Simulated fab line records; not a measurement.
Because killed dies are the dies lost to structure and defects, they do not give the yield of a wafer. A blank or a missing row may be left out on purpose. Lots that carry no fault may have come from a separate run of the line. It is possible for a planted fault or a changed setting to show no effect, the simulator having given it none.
fab line records | flow rit_cmos
record lots=6 | wafers=18 | last_day=7
route steps=202 shown NWELL@38 PWELL@39 WELLDRIVE@50 NRETRO@53 M1@202
lots with no fault: from the same line, run without faults
start_h: start of the lot's first displayed wafer, in hours after the record's first day | wait_h: hours since the lot's step before | " as in the row above | L1.1+2: a row that stands for several wafers | - no value, or no start was given | * or withheld: withheld | < > ~ a bound
route shown NAME@n: NAME is a module with steps in the file, n the number in the route of the first one | usual: mean and standard deviation over wafers with no fault | same: alike in all rows | chamber/n: place in a boat | sites: readings site by site | _std_site: the values' standard deviation | _edge_site: inner sites' mean taken away from outer sites' mean | radius_mm: for every site, how far away it sits from the centre of the wafer | mask NAME#n: copy n | behind: the tool/chamber that last shaped the wafer | hold: reason for holding the lot/hours on hold/outcome of the hold | device: whichever transistor did not switch (one of n, p or np) | end of line: the route-end tests of the same wafers | a step without rows: its recipe alone | killed: not the wafer's yield, but the dies lost to structure and defects at the first sort | map: per-die view of a wafer (x killed, . not killed, _ where there is no die)
set.NAME: the setting as run; set.NAME@STEP: as run at that earlier step | model.NAME: the simulator's own value behind a step, which no gauge read
lots at some steps of the route; a table a step, a row a wafer
services: a tool's chamber out of use, with start hour (start_h, from the record's first day; less than 0 if before it), hours out, and reason
## steps
# step RIT_NWELL_TW_MEAS_10
# usual NWELL_TW=2148/29
lot.wafer | tool          | chamber | start_h | wait_h | NWELL_TW
L870.1    | film_metro-02 | -       | 36.48   | 0.1    | 2181
L870.2    | "             | -       | "       | "      | 2185
L870.6    | "             | -       | "       | "      | 2187
L873.2    | film_metro-04 | -       | 51.98   | 0.1    | 2124
L873.3    | "             | -       | "       | "      | 2116
L873.6    | "             | -       | "       | "      | 2125
L879.1    | film_metro-04 | -       | 80.99   | 0.1    | 2117
L879.4    | "             | -       | "       | "      | 2125
L879.5    | "             | -       | "       | "      | 2121
L881.1    | film_metro-04 | -       | 92.14   | 0.1    | 2112
L881.3    | "             | -       | "       | "      | 2120
L881.6    | "             | -       | "       | "      | 2126
L885.2    | film_metro-01 | -       | 110.98  | 0.1    | 2164
L885.4    | "             | -       | "       | "      | 2161
L885.6    | "             | -       | "       | "      | 2162
L888.2    | film_metro-01 | -       | 126.00  | 0.1    | 2176
L888.3    | "             | -       | "       | "      | 2170
L888.5    | "             | -       | "       | "      | 2176
# step RIT_PWELL_HMDS_00
# recipe prime_time_s=60 | prime_temp_c=140
# step RIT_PWELL_COAT_01
# recipe resist=NOVOLAK | spin_rpm=2000 | resist_thk_nm=1300
# step RIT_PWELL_SOFTBAKE_02
# recipe resist=NOVOLAK | temp_c=90 | time_s=60
# step RIT_PWELL_EXPOSE_03
# recipe mask_id=M3 | na=0.57 | target_cd_nm=43700 | dose_mj=250
# step RIT_PWELL_PEB_04
# recipe resist=NOVOLAK | temp_c=withheld | time_s=withheld
# step RIT_PWELL_DEVELOP_05
# recipe resist=NOVOLAK | develop_time_s=68 | dev_temp_c=23
# step RIT_PWELL_OVL_MEAS_06
# usual PWELL_OVL=0.1/1.4
lot.wafer | tool       | chamber | start_h | wait_h | PWELL_OVL[nm]
L870.1    | overlay-02 | -       | 37.42   | -      | 1.3
L870.2    | "          | -       | "       | "      | 2.1
L870.6    | "          | -       | "       | "      | 1.6
L873.2    | overlay-01 | -       | 53.12   | -      | -2.2
L873.3    | "          | -       | "       | "      | -3.3
L873.6    | "          | -       | "       | "      | -1.8
L879.1    | overlay-02 | -       | 82.15   | -      | -1.1
L879.4    | "          | -       | "       | "      | 0.7
L879.5    | "          | -       | "       | "      | -0.2
L881.1    | overlay-01 | -       | 93.08   | -      | -0.8
L881.3    | "          | -       | "       | "      | 0.8
L881.6    | "          | -       | "       | "      | 0.6
L885.2    | overlay-02 | -       | 112.04  | -      | -0.4
L885.4    | "          | -       | "       | "      | 0.3
L885.6    | "          | -       | "       | "      | 0.5
L888.2    | overlay-01 | -       | 126.93  | -      | 0.7
L888.3    | "          | -       | "       | "      | 2.1
L888.5    | "          | -       | "       | "      | 0.8
# step RIT_PWELL_HARDBAKE_07
# recipe resist=NOVOLAK | temp_c=140 | time_s=120
# step RIT_PWELL_IMPLANT_08
# recipe species=B | energy_kev=167.2 | dose_cm2=7e+13 | tilt_deg=7
# step RIT_PWELL_STRIP_09
# recipe chemistry=O2 | time_s=180 | resist=NOVOLAK | platen_temp_c=withheld | power_w=500 | pressure_mtorr=4000 | o2_flow_sccm=4000
# usual drypump_motor_current_A=5.59/0.27
lot.wafer | tool            | chamber | start_h | wait_h | drypump_motor_current_A | rf_hours_counter_h
L870.1    | plasma_asher-02 | 0       | 37.86   | 0.1    | 5.31                    | 37
L870.2    | "               | 1       | "       | "      | 5.72                    | 37
L870.6    | "               | 1       | "       | "      | 5.70                    | -
L873.2    | plasma_asher-03 | 0       | 53.55   | 0.1    | 5.87                    | 43
L873.3    | "               | 1       | "       | "      | 5.44                    | -
L873.6    | "               | 0       | "       | "      | 5.87                    | -
L879.1    | plasma_asher-02 | 0       | 82.59   | 0.1    | 5.24                    | 43
L879.4    | "               | 1       | "       | "      | 5.71                    | -
L879.5    | "               | 1       | "       | "      | 5.71                    | -
L881.1    | plasma_asher-02 | 0       | 93.51   | 0.1    | 5.25                    | 44
L881.3    | "               | 1       | "       | "      | 5.72                    | -
L881.6    | "               | 0       | "       | "      | 5.28                    | -
L885.2    | plasma_asher-01 | 0       | 112.47  | 0.1    | 5.42                    | 46
L885.4    | "               | 1       | "       | "      | 6.21                    | -
L885.6    | "               | 0       | "       | "      | 5.41                    | -
L888.2    | plasma_asher-02 | 1       | 127.36  | 0.1    | 5.68                    | 1
L888.3    | "               | 1       | "       | "      | 5.68                    | -
L888.5    | "               | 1       | "       | "      | 5.67                    | -
# step RIT_PWELL_TW_MEAS_10
# usual PWELL_TW=956/11
lot.wafer | tool          | chamber | start_h | wait_h | PWELL_TW
L870.1    | film_metro-02 | -       | 38.03   | 0.1    | 968
L870.2    | "             | -       | "       | "      | 964
L870.6    | "             | -       | "       | "      | 967
L873.2    | film_metro-04 | -       | 53.73   | 0.1    | 939
L873.3    | "             | -       | "       | "      | 944
L873.6    | "             | -       | "       | "      | 937
L879.1    | film_metro-01 | -       | 82.76   | 0.1    | 975
L879.4    | "             | -       | "       | "      | 974
L879.5    | "             | -       | "       | "      | 970
L881.1    | film_metro-04 | -       | 93.69   | 0.1    | 946
L881.3    | "             | -       | "       | "      | 942
L881.6    | "             | -       | "       | "      | 943
L885.2    | film_metro-04 | -       | 112.65  | 0.1    | 942
L885.4    | "             | -       | "       | "      | 941
L885.6    | "             | -       | "       | "      | 939
L888.2    | film_metro-04 | -       | 127.55  | 0.1    | 941
L888.3    | "             | -       | "       | "      | 938
L888.5    | "             | -       | "       | "      | 937
# step RIT_WELLDRIVE_ANNEAL_00
# recipe temp_c=1100 | time_s=14700 | ambient=N2
# usual spike_tc_centre_C=1102.5/1.1 | spike_tc_load_C=1124.3/2.3 | spike_tc_source_C=1124.8/2.8 | tube_center_temp_C=1100/0.096 | tube_center_temp_C_max=1102.8/0.46
lot.wafer | tool       | chamber | start_h | wait_h | spike_tc_centre_C | spike_tc_load_C | spike_tc_source_C | tube_center_temp_C | tube_center_temp_C_max
L870.1    | furnace-03 | 0       | 38.59   | 0.6    | 1103.5            | 1123.5          | 1129.3            | 1100.2             | 1102.6
L870.2    | "          | 0       | "       | "      | 1102.1            | 1122.8          | 1129.3            | 1100.1             | 1103.1
L870.6    | "          | 0       | "       | "      | 1103.0            | 1123.1          | 1127.9            | 1100               | 1102.8
L873.2    | furnace-02 | 0       | 53.78   | 0.0    | 1101.8            | 1127.3          | 1123.2            | 1100               | 1102.3
L873.3    | "          | 0       | "       | "      | 1104.1            | 1126.4          | 1121.5            | 1100               | 1103.0
L873.6    | "          | 0       | "       | "      | 1102.0            | 1126.9          | 1124.1            | 1100.1             | 1102.6
L879.1    | furnace-02 | 0       | 83.03   | 0.3    | 1124.6            | 1150.4          | 1143.9            | 1121.9             | 1124.3
L879.4    | "          | 0       | "       | "      | 1123.8            | 1149.9          | 1144.4            | 1122               | 1124.2
L879.5    | "          | 0       | "       | "      | 1125.3            | 1148.4          | 1143.6            | 1122.1             | 1125.2
L881.1    | furnace-02 | 0       | 93.75   | 0.1    | 1123.4            | 1147.9          | 1143.7            | 1121.9             | 1124.1
L881.3    | "          | 0       | "       | "      | 1125.3            | 1150.3          | 1144.3            | 1122               | 1124.2
L881.6    | "          | 0       | "       | "      | 1123.3            | 1147.8          | 1141.6            | 1121.9             | 1124.3
L885.2    | furnace-03 | 0       | 112.70  | 0.0    | 1102.6            | 1121.4          | 1127.3            | 1099.9             | 1102.8
L885.4    | "          | 0       | "       | "      | 1101.9            | 1124.5          | 1127.4            | 1100               | 1102.1
L885.6    | "          | 0       | "       | "      | 1104.6            | 1124.3          | 1127.6            | 1100               | 1103.0
L888.2    | furnace-01 | 0       | 128.13  | 0.6    | 1102.4            | 1122.5          | 1123.5            | 1100.1             | 1102.6
L888.3    | "          | 0       | "       | "      | 1103.8            | 1122.1          | 1122.2            | 1099.9             | 1103.2
L888.5    | "          | 0       | "       | "      | 1100.8            | 1121.0          | 1122.4            | 1099.9             | 1102.9
# step RIT_WELLDRIVE_RS_MEAS_01
# recipe thk_meas_gauge=four-point-probe
# usual NWELL_RS=275.2/0.64
lot.wafer | tool          | chamber | start_h | wait_h | NWELL_RS[ohm/sq]
L870.1    | film_metro-02 | -       | 43.68   | 0.0    | 273.5
L870.2    | "             | -       | "       | "      | 274.6
L870.6    | "             | -       | "       | "      | 274.2
L873.2    | film_metro-02 | -       | 58.89   | 0.0    | 275.2
L873.3    | "             | -       | "       | "      | 274.5
L873.6    | "             | -       | "       | "      | 275.0
L879.1    | film_metro-04 | -       | 88.12   | 0.0    | 252.7
L879.4    | "             | -       | "       | "      | 252.1
L879.5    | "             | -       | "       | "      | 252.8
L881.1    | film_metro-01 | -       | 98.83   | 0.0    | 252.2
L881.3    | "             | -       | "       | "      | 251.8
L881.6    | "             | -       | "       | "      | 251.4
L885.2    | film_metro-01 | -       | 117.81  | 0.0    | 275.7
L885.4    | "             | -       | "       | "      | 275.5
L885.6    | "             | -       | "       | "      | 275.9
L888.2    | film_metro-04 | -       | 133.23  | 0.0    | 276.3
L888.3    | "             | -       | "       | "      | 276.5
L888.5    | "             | -       | "       | "      | 275.9
# step RIT_WELLDRIVE_RS_MEAS_02
# recipe thk_meas_gauge=four-point-probe
# usual PWELL_RS=430.5/1.2
lot.wafer | tool          | chamber | start_h | wait_h | PWELL_RS[ohm/sq]
L870.1    | film_metro-02 | -       | 43.80   | 0.1    | 430.3
L870.2    | "             | -       | "       | "      | 431.1
L870.6    | "             | -       | "       | "      | 429.5
L873.2    | film_metro-02 | -       | 59.01   | 0.1    | 430.8
L873.3    | "             | -       | "       | "      | 431.2
L873.6    | "             | -       | "       | "      | 431.5
L879.1    | film_metro-04 | -       | 88.24   | 0.1    | 404.1
L879.4    | "             | -       | "       | "      | 405.0
L879.5    | "             | -       | "       | "      | 404.0
L881.1    | film_metro-01 | -       | 98.95   | 0.1    | 405.5
L881.3    | "             | -       | "       | "      | 405.0
L881.6    | "             | -       | "       | "      | 405.3
L885.2    | film_metro-01 | -       | 117.93  | 0.1    | 430.0
L885.4    | "             | -       | "       | "      | 430.6
L885.6    | "             | -       | "       | "      | 430.9
L888.2    | film_metro-04 | -       | 133.35  | 0.1    | 431.6
L888.3    | "             | -       | "       | "      | 430.7
L888.5    | "             | -       | "       | "      | 431.5
# step RIT_NRETRO_HMDS_00
# recipe prime_time_s=60 | prime_temp_c=140
# step RIT_M1_PROBE_99
# usual killed_at_contacts=0.1/0.24 | killed_at_front_end=7.1/2.8 | killed_dies=7.2/2.8 | killed_open=3.6/2.1 | killed_short=3.6/1.9
# same gross_dies=264 | killed_at_M0_to_M3=0 | killed_at_M4_up=0 | killed_at_back_side=0 | killed_at_other=0
lot.wafer | tool      | chamber | start_h | wait_h | killed_at_contacts | killed_at_front_end | killed_dies | killed_open | killed_short | model.etest.nmos_0p3.r_on_ohm_um | model.etest.nwell_pinched.rs_ohm_sq | model.etest.pwell_pinched.rs_ohm_sq | model.etest.pwell.rs_ohm_sq | model.etest.nmos_turned.drive_ua_um | model.etest.nmos_0p15.drive_ua_um | model.etest.nmos_narrow.drive_ua_um | model.etest.nmos_0p3.drive_ua_um
L870.1    | prober-02 | -       | 74.60   | 0.1    | 0                  | 5                   | 5           | 3           | 2            | 2120                             | 337.3                               | 459.5                               | 419.5                       | 339.3                               | 490.8                             | 229.5                               | 233.6
L870.2    | prober-02 | -       | 74.65   | 0.1    | 0                  | 4                   | 4           | 2           | 2            | 2139                             | 336.8                               | 456.2                               | 409.2                       | 337.7                               | 485.6                             | 230.2                               | 231.7
L870.6    | prober-02 | -       | 74.85   | 0.2    | 0                  | 6                   | 6           | 1           | 5            | 2119                             | 339.9                               | 456.9                               | 413.6                       | 326.9                               | 490.6                             | 235.5                               | 238.5
L873.2    | prober-01 | -       | 87.61   | 0.1    | 0                  | 4                   | 4           | 1           | 3            | 2145                             | 342.1                               | 462.6                               | 419.5                       | 335.6                               | 471.5                             | 225.3                               | 224.7
L873.3    | prober-01 | -       | 87.66   | 0.2    | 0                  | 3                   | 3           | 2           | 1            | 2152                             | 339.1                               | 465.1                               | 419.4                       | 334.7                               | 473.2                             | 226.5                               | 223.5
L873.6    | prober-01 | -       | 87.81   | 0.2    | 0                  | 4                   | 4           | 2           | 2            | 2187                             | 340.7                               | 474.8                               | 424.7                       | 332.7                               | 464.8                             | 223.5                               | 225
L879.1    | prober-02 | -       | 116.27  | 0.1    | 1                  | 10                  | 11          | 9           | 2            | 2088                             | 299.6                               | 426.9                               | 386.4                       | 353.1                               | 488.9                             | 242.5                               | 237.9
L879.4    | prober-02 | -       | 116.42  | 0.2    | 0                  | 9                   | 9           | 4           | 5            | 2066                             | 297.4                               | 423.5                               | 384.3                       | 358.2                               | 496.9                             | 237.5                               | 239.9
L879.5    | prober-02 | -       | 116.47  | 0.2    | 0                  | 11                  | 11          | 3           | 8            | 2099                             | 300.2                               | 428.4                               | 386.3                       | 358.3                               | 489.6                             | 236.6                               | 237
L881.1    | prober-02 | -       | 127.81  | 0.1    | 0                  | 8                   | 8           | 3           | 5            | 2137                             | 293                                 | 419.4                               | 390.7                       | 331.4                               | 456.6                             | 236.2                               | 233.4
L881.3    | prober-02 | -       | 127.91  | 0.2    | 0                  | 17                  | 17          | 10          | 7            | 2144                             | 298.1                               | 422.9                               | 391.5                       | 333.6                               | 470.1                             | 241.9                               | 233.3
L881.6    | prober-02 | -       | 128.06  | 0.2    | 0                  | 8                   | 8           | 7           | 1            | 2116                             | 292.1                               | 425                                 | 392.5                       | 336                                 | 463.6                             | 235                                 | 229.8
L885.2    | prober-02 | -       | 146.80  | 0.1    | 0                  | 6                   | 6           | 4           | 2            | 2159                             | 329.9                               | 451.2                               | 414.9                       | 299.1                               | 447.3                             | 224.6                               | 219.9
L885.4    | prober-02 | -       | 146.90  | 0.2    | 0                  | 6                   | 6           | 2           | 4            | 2159                             | 332.8                               | 452.5                               | 414.6                       | 308.7                               | 450.6                             | 224.4                               | 221.8
L885.6    | prober-02 | -       | 147.00  | 0.2    | 0                  | 13                  | 13          | 8           | 5            | 2183                             | 332.1                               | 454.5                               | 422.7                       | 296.5                               | 447.6                             | 219.3                               | 215.3
L888.2    | prober-01 | -       | 161.93  | 0.1    | 0                  | 11                  | 11          | 7           | 4            | 2202                             | 338.1                               | 470.1                               | 431.3                       | 331.7                               | 445.6                             | 213.4                               | 216.4
L888.3    | prober-01 | -       | 161.98  | 0.2    | 0                  | 5                   | 5           | 2           | 3            | 2140                             | 333.9                               | 463.9                               | 432.2                       | 329.8                               | 457.6                             | 223.2                               | 223.7
L888.5    | prober-01 | -       | 162.08  | 0.2    | 0                  | 4                   | 4           | 3           | 1            | 2188                             | 334.4                               | 469.6                               | 433.3                       | 328.2                               | 453.4                             | 218.1                               | 219.2
# killed by level:class
L870.1 FOX1:geometric_particle:open=2 GATE:geometric_particle:open=1 GATE:geometric_particle:short=1 SILICIDE:geometric_particle:short=1
L870.2 FOX1:geometric_particle:open=1 FOX1:geometric_particle:short=1 GATE:geometric_particle:short=1 SILICIDE:geometric_particle:open=1
L870.6 FOX1:geometric_particle:short=1 FOX2:geometric_particle:short=1 GATE:geometric_particle:short=1 SPACER:geometric_particle:short=1 SILICIDE:geometric_particle:open=1 SILICIDE:geometric_particle:short=1
L873.2 REOX:geometric_particle:short=2 GATE:geometric_particle:open=1 GATE:geometric_particle:short=1
L873.3 FOX1:geometric_particle:open=1 FOX1:geometric_particle:short=1 GATE:geometric_particle:open=1
L873.6 FOX1:geometric_particle:short=2 FOX2:geometric_particle:open=1 GATE:geometric_particle:open=1
L879.1 FOX1:geometric_particle:open=5 GATE:geometric_particle:short=1 REOX:geometric_particle:open=1 REOX:geometric_particle:short=1 SPACER:geometric_particle:open=1 SILICIDE:geometric_particle:open=1 CONTACT:geometric_particle:open=1
L879.4 GATE:geometric_particle:short=2 SILICIDE:geometric_particle:short=2 SILICIDE:geometric_particle:open=2 FOX2:geometric_particle:short=1 FOX2:geometric_particle:open=1 GATE:geometric_particle:open=1
L879.5 SILICIDE:geometric_particle:open=3 SILICIDE:geometric_particle:short=3 FOX2:geometric_particle:short=2 FOX1:geometric_particle:short=1 REOX:geometric_particle:short=1 SPACER:geometric_particle:short=1
L881.1 REOX:geometric_particle:short=4 GATE:geometric_particle:open=2 GATE:geometric_particle:short=1 SILICIDE:geometric_particle:open=1
L881.3 GATE:geometric_particle:open=5 FOX1:geometric_particle:open=3 FOX1:geometric_particle:short=3 SILICIDE:geometric_particle:open=2 SILICIDE:geometric_particle:short=2 GATE:geometric_particle:short=1 REOX:geometric_particle:short=1
L881.6 GATE:geometric_particle:open=4 REOX:geometric_particle:open=2 FOX1:geometric_particle:open=1 GATE:geometric_particle:short=1
L885.2 SPACER:geometric_particle:open=2 FOX1:geometric_particle:short=1 FOX2:geometric_particle:short=1 GATE:geometric_particle:open=1 REOX:geometric_particle:open=1
L885.4 FOX1:geometric_particle:short=1 FOX1:geometric_particle:open=1 FOX2:geometric_particle:short=1 GATE:geometric_particle:short=1 GATE:geometric_particle:open=1 SILICIDE:geometric_particle:short=1
L885.6 FOX1:geometric_particle:open=3 GATE:geometric_particle:open=2 FOX2:geometric_particle:short=2 SILICIDE:geometric_particle:open=2 FOX1:geometric_particle:short=1 GATE:geometric_particle:short=1 SPACER:geometric_particle:open=1 SILICIDE:geometric_particle:short=1
L888.2 GATE:geometric_particle:open=4 GATE:geometric_particle:short=3 FOX1:geometric_particle:open=2 REOX:geometric_particle:open=1 SILICIDE:geometric_particle:short=1
L888.3 GATE:geometric_particle:open=2 GATE:geometric_particle:short=1 SPACER:geometric_particle:short=1 SILICIDE:geometric_particle:short=1
L888.5 FOX1:geometric_particle:short=1 REOX:geometric_particle:open=1 SPACER:geometric_particle:open=1 SILICIDE:geometric_particle:open=1
## services
tool            | chamber | start_h | hours | kind
furnace-01      | -       | 23.50   | 4.1   | pm
plasma_asher-01 | -       | 26.35   | 2.8   | pm
furnace-01      | -       | 32.05   | 13.9  | pm
plasma_asher-01 | -       | 61.46   | 1.8   | repair
plasma_asher-03 | -       | 96.68   | 6.2   | repair
plasma_asher-02 | -       | 108.75  | 9.0   | pm
plasma_asher-02 | 0       | 108.75  | 9.0   | vent_cycle
plasma_asher-02 | 1       | 108.75  | 9.0   | vent_cycle
plasma_asher-02 | 0       | 117.75  | -     | clean
plasma_asher-02 | 1       | 117.75  | -     | clean
## key
first_sign step=RIT_WELLDRIVE_ANNEAL_00 | reading=tube_center_temp_C | direction=up | sigmas=99+ | usual=* | struck=*
effect step=RIT_WELLDRIVE_ANNEAL_00 | reading=tube_center_temp_C_max | direction=up | sigmas=47 | usual=* | struck=*
effect step=RIT_WELLDRIVE_RS_MEAS_01 | reading=NWELL_RS | direction=down | sigmas=36 | usual=275.2 | struck=252.1
effect step=RIT_WELLDRIVE_RS_MEAS_02 | reading=PWELL_RS | direction=down | sigmas=22 | usual=430.5 | struck=404.8
model_effect step=RIT_M1_PROBE_99 | value=etest.nmos_0p3.r_on_ohm_um | without=2183 | struck=2108
met_at RIT_WELLDRIVE_ANNEAL_00
struck_wafers L879.1,L879.4,L879.5,L881.1,L881.3,L881.6
tester_left_out L879,L881
onset_between 53.78 83.03
fault kind=process_parameter_drift | tool=furnace-02 | chamber=- | onset_h=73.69 | steps=RIT_WELLDRIVE_ANNEAL_00 | channel=temp_c | offset=* | shape=step | end_h=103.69 | acts_in=* | stated=*
# tester_left_out: of these lots the tester's yield and bins aren't shown, on N5 and GAA mostly nor the transistor test; their killed dies are dies lost to structure and defects alone, not to doping, threshold or leakage, so they don't give the yield
